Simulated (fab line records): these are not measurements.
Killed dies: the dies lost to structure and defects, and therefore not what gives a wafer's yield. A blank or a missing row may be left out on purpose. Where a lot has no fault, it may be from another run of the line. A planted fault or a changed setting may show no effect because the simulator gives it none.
Split-lot study | flow berkeley-cmos170 | 27 wafers read across 5 lots, on a route 331 steps long

THE SPLIT ITSELF
At UCB170_WELLDRIVE_OXIDATION_01 (target thk 199 nm, ox time 9000 s), the setting ox-time-s was moved away from the recipe's 9000 s on 24 of the 27 wafers read, by -33.1% to +48.0%. The other wafers ran this setting at the recipe's value.

No step appears in the file between the split and the reading.

THE READING
WELLDRIVE_OXIDE_THK (nm), taken at UCB170_WELLDRIVE_THK_MEAS_02. A value of 196 nm with a standard deviation of 4.4 nm is what fault-free wafers of this fab line usually give.

wafer  | tool, chamber at the split | ox-time-s as run, s | against the recipe | WELLDRIVE_OXIDE_THK, nm | against lot-mates on the recipe
L075.1 | -, -                       | 10610               | +17.9%             | 213                     | no lot-mate on the recipe
L075.2 | -, -                       | 10610               | +17.9%             | 210                     | no lot-mate on the recipe
L075.3 | -, -                       | 10610               | +17.9%             | 212                     | no lot-mate on the recipe
L075.4 | -, -                       | 10610               | +17.9%             | 215                     | no lot-mate on the recipe
L075.5 | -, -                       | 10610               | +17.9%             | 214                     | no lot-mate on the recipe
L075.6 | -, -                       | 10610               | +17.9%             | 213                     | no lot-mate on the recipe
L079.3 | furnace-02, 0              | 9000                | recipe             | 198                     | -
L079.4 | furnace-02, 0              | 9000                | recipe             | 194                     | -
L079.6 | furnace-02, 0              | 9000                | recipe             | 197                     | -
L081.1 | -, -                       | 6224                | -30.8%             | 162                     | no lot-mate on the recipe
L081.2 | -, -                       | 6224                | -30.8%             | 162                     | no lot-mate on the recipe
L081.3 | -, -                       | 6224                | -30.8%             | 160                     | no lot-mate on the recipe
L081.4 | -, -                       | 6224                | -30.8%             | 161                     | no lot-mate on the recipe
L081.5 | -, -                       | 6224                | -30.8%             | 157                     | no lot-mate on the recipe
L081.6 | -, -                       | 6224                | -30.8%             | 163                     | no lot-mate on the recipe
L084.1 | -, -                       | 6017                | -33.1%             | 153                     | no lot-mate on the recipe
L084.2 | -, -                       | 6017                | -33.1%             | 150                     | no lot-mate on the recipe
L084.3 | -, -                       | 6017                | -33.1%             | 151                     | no lot-mate on the recipe
L084.4 | -, -                       | 6017                | -33.1%             | 148                     | no lot-mate on the recipe
L084.5 | -, -                       | 6017                | -33.1%             | 152                     | no lot-mate on the recipe
L084.6 | -, -                       | 6017                | -33.1%             | 150                     | no lot-mate on the recipe
L085.1 | -, -                       | 13320               | +48.0%             | 240                     | no lot-mate on the recipe
L085.2 | -, -                       | 13320               | +48.0%             | 246                     | no lot-mate on the recipe
L085.3 | -, -                       | 13320               | +48.0%             | 244                     | no lot-mate on the recipe
L085.4 | -, -                       | 13320               | +48.0%             | 246                     | no lot-mate on the recipe
L085.5 | -, -                       | 13320               | +48.0%             | 243                     | no lot-mate on the recipe
L085.6 | -, -                       | 13320               | +48.0%             | 245                     | no lot-mate on the recipe

THE FIT
A straight line over all 27 wafers: WELLDRIVE_OXIDE_THK changes by +1.11 nm for each +1% of ox-time-s; r = +1.00; the points scatter about the line by 3.7 nm.
Too few moved wafers with a lot-mate on the recipe to fit a line net of each lot's own level.

THE WHOLE CHAIN: every reading that the file lists as answering this split, in the file's order
step                          | what it does                      | reading                                                                                | change (the file's fit)              | r (the file's)
UCB170_WELLDRIVE_OXIDATION_01 | target thk 199 nm, ox time 9000 s | SiO2_of_WELLDRIVE_OXIDATION_01.thk-nm (the simulator's own value, which no gauge read) | +1.11 nm for each +1% of the setting | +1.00
UCB170_WELLDRIVE_THK_MEAS_02  |                                   | WELLDRIVE_OXIDE_THK                                                                    | +1.11 for each +1% of the setting    | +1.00
UCB170_M3_PROBE_99            |                                   | etest.nldd.line-ohm-um (the simulator's own value, which no gauge read)                | -3.13 for each +1% of the setting    | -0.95
UCB170_M3_PROBE_99            |                                   | etest.pldd.width-nm (the simulator's own value, which no gauge read)                   | +1.33 nm for each +1% of the setting | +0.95

FILE'S OWN FIT
WELLDRIVE_OXIDE_THK changes by +1.11 nm for each +1% of ox-time-s, r = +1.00.
